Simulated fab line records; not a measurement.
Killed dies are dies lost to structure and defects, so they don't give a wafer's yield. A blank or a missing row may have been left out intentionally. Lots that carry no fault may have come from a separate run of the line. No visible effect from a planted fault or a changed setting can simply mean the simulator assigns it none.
The same fault as seen by 2 desks	flow berkeleyCmos170	only its own numbers are on each desk; what lay behind them is given at the end

== FROM THE METROLOGY DESK ==
What the gauges read for every lot (on any tool): the sampled wafers with a number, averaged. The brackets show how far a lot's mean lies from the usual mean; more than 4 standard deviations puts the lot out of limits, marked OUT.
Columns: A = PLDD_TW at UCB170_PLDD_TW_MEAS_11, usual 1008; B = PLDD_RS at UCB170_SDANNEAL_RS_MEAS_04, usual 1032.6 ohm/sq
lot	first seen here	A	B
L738	day 6 13:06	1001	1034.9
L737	day 6 13:22	1019	1033.6
L740	day 7 00:13	1012	1033.7
L742	day 7 13:26	1013	1033.3
L744	day 7 16:18	1015	1031.0
L747	day 8 12:02	968 (-4.1) OUT	1133.6 (+42) OUT
L748	day 8 12:21	991	1033.1
L749	day 9 01:50	983	1132.0 (+41) OUT
L750	day 9 02:25	997	1033.8
L755	day 10 00:05	1010	1035.1
L754	day 10 00:13	1023	1035.8
L759	day 10 08:36	993	1031.6
L757	day 10 08:50	1006	1032.3
L758	day 10 09:23	992	1035.9
This desk's finding: out of limits on L747, L749; first on L747, day 8 12:02 (PLDD_TW at UCB170_PLDD_TW_MEAS_11). L738, L737, L740, L742, L744, L748, L750, L755, L754, L759, L757, L758: within limits.

== THE TOOL OWNER'S DESK: implanter-01 ==
For each lot that ran on this tool, the mean over its sampled wafers that have a number, from the tool's own readings at UCB170_PLDD_IMPLANT_09. The brackets show how far a lot's mean lies from the usual mean; more than 4 standard deviations puts the lot out of limits, marked OUT.
Columns: A = doseIonsCm2 at UCB170_PLDD_IMPLANT_09, usual 5e+13; B = faradayCurrentUA at UCB170_PLDD_IMPLANT_09, usual 158.5
lot	first seen here	A	B
L738	day 6 12:51	5e+13	157.9
L742	day 7 13:11	5e+13	155.4
L744	day 7 16:03	5e+13	156.7
L747	day 8 11:47	4e+13 (-99 or more) OUT	122.8 (-12) OUT
L749	day 9 01:37	4e+13 (-99 or more) OUT	122.2 (-12) OUT
This desk's verdict: out of limits on L747, L749, starting with L747 at day 8 11:47 (doseIonsCm2 at UCB170_PLDD_IMPLANT_09). L738, L742, L744: within limits.

== BROUGHT TOGETHER ==
The tool owner's desk had the chance to raise an alarm at day 8 11:47 on L747, L749.
An alarm was possible from the metrology desk at day 8 12:02, on L747, L749.
The lots listed all ran UCB170_PLDD_IMPLANT_09 on implanter-01.

== WHAT HAD BEEN PUT IN BY THE SIMULATOR ==
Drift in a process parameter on implanter-01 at UCB170_PLDD_IMPLANT_09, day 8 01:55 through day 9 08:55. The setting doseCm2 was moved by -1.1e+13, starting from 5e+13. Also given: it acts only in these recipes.
Lots struck among those shown: L747, L749.
Fault start to first reading out of limits, in hours, per desk: tool owner, 10; metrology, 10.
